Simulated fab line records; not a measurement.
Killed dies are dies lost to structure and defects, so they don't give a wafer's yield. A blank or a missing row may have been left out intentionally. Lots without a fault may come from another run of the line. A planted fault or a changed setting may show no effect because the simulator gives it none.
A single fault, viewed from 2 desks :: flow berkeley-cmos170 :: each desk holds nothing but its own numbers, with what lay behind them at the end

AT THE METROLOGY DESK
Means of the sampled wafers that have a number, per lot and without regard to the tool the lot ran on: this is what the gauges read. Marked OUT: a lot whose mean sits more than 4 standard deviations from the usual mean, which makes it out of limits; the brackets give that distance.
Columns: A = M1_AL_RS at UCB170_M1_RS_MEAS_01, usual 0.0485 ohm/sq; B = M1_AL_THK at UCB170_M1_THK_MEAS_02, usual 597 nm
lot: L593
first seen here: day 6 13:05
A: 0.0481
B: 601

lot: L594
first seen here: day 7 02:07
A: 0.0487
B: 593

lot: L599
first seen here: day 7 16:32
A: 0.0481
B: 603

lot: L596
first seen here: day 7 16:42
A: 0.0492
B: 590

lot: L595
first seen here: day 7 16:44
A: 0.0487
B: 593

lot: L598
first seen here: day 7 16:53
A: 0.0485
B: 597

lot: L597
first seen here: day 7 17:04
A: 0.0480
B: 601

lot: L601
first seen here: day 7 22:34
A: 0.0483
B: 597

lot: L603
first seen here: day 8 15:05
A: 0.0549 (+15) OUT
B: 524 (-14) OUT

lot: L604
first seen here: day 8 22:31
A: 0.0558 (+17) OUT
B: 522 (-14) OUT

lot: L606
first seen here: day 9 17:25
A: 0.0490
B: 594

lot: L611
first seen here: day 10 17:58
A: 0.0486
B: 595

lot: L614
first seen here: day 11 03:25
A: 0.0481
B: 601

lot: L616
first seen here: day 11 11:36
A: 0.0482
B: 599
This desk's result: L603, L604 out of limits, first on L603 (M1_AL_RS at UCB170_M1_RS_MEAS_01), day 8 15:05. Within limits: L593, L594, L599, L596, L595, L598, L597, L601, L606, L611, L614, L616.

FOR THE TOOL OWNER'S DESK: pvd-sputter-01
The tool's own readings at UCB170_M1_SPUTTER_00 (material Al, target thk 600 nm, time 80 s): means of the sampled wafers that have a number, for each lot that ran on this tool. Marked OUT: a lot whose mean sits more than 4 standard deviations from the usual mean, which makes it out of limits; the brackets give that distance.
Columns: A = throttle-valve-pct at UCB170_M1_SPUTTER_00, usual 30.2 %
lot: L593
first seen here: day 6 13:01
A: 30.4

lot: L594
first seen here: day 7 02:03
A: 30.3

lot: L599
first seen here: day 7 16:27
A: 30.0

lot: L598
first seen here: day 7 16:49
A: 30.1

lot: L603
first seen here: day 8 15:01
A: 30.6

lot: L604
first seen here: day 8 22:26
A: 30.1
This desk's finding: nothing out of limits on any of the 6 lots.

TAKEN TOGETHER
The metrology desk could have raised an alarm at day 8 15:05, on L603, L604.
The desk of the tool owner found nothing out of limits.
Tool owner's desk: L603, L604 on record, inside its limits.
UCB170_M1_SPUTTER_00 was run on pvd-sputter-01 by each of the lots named.

WHAT HAD BEEN PUT IN BY THE SIMULATOR
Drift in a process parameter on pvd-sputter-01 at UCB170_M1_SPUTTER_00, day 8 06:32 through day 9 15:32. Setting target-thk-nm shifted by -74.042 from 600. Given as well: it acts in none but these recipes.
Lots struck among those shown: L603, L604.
Time in hours between the start of the fault and the first out-of-limits reading at each desk: metrology desk, 9.
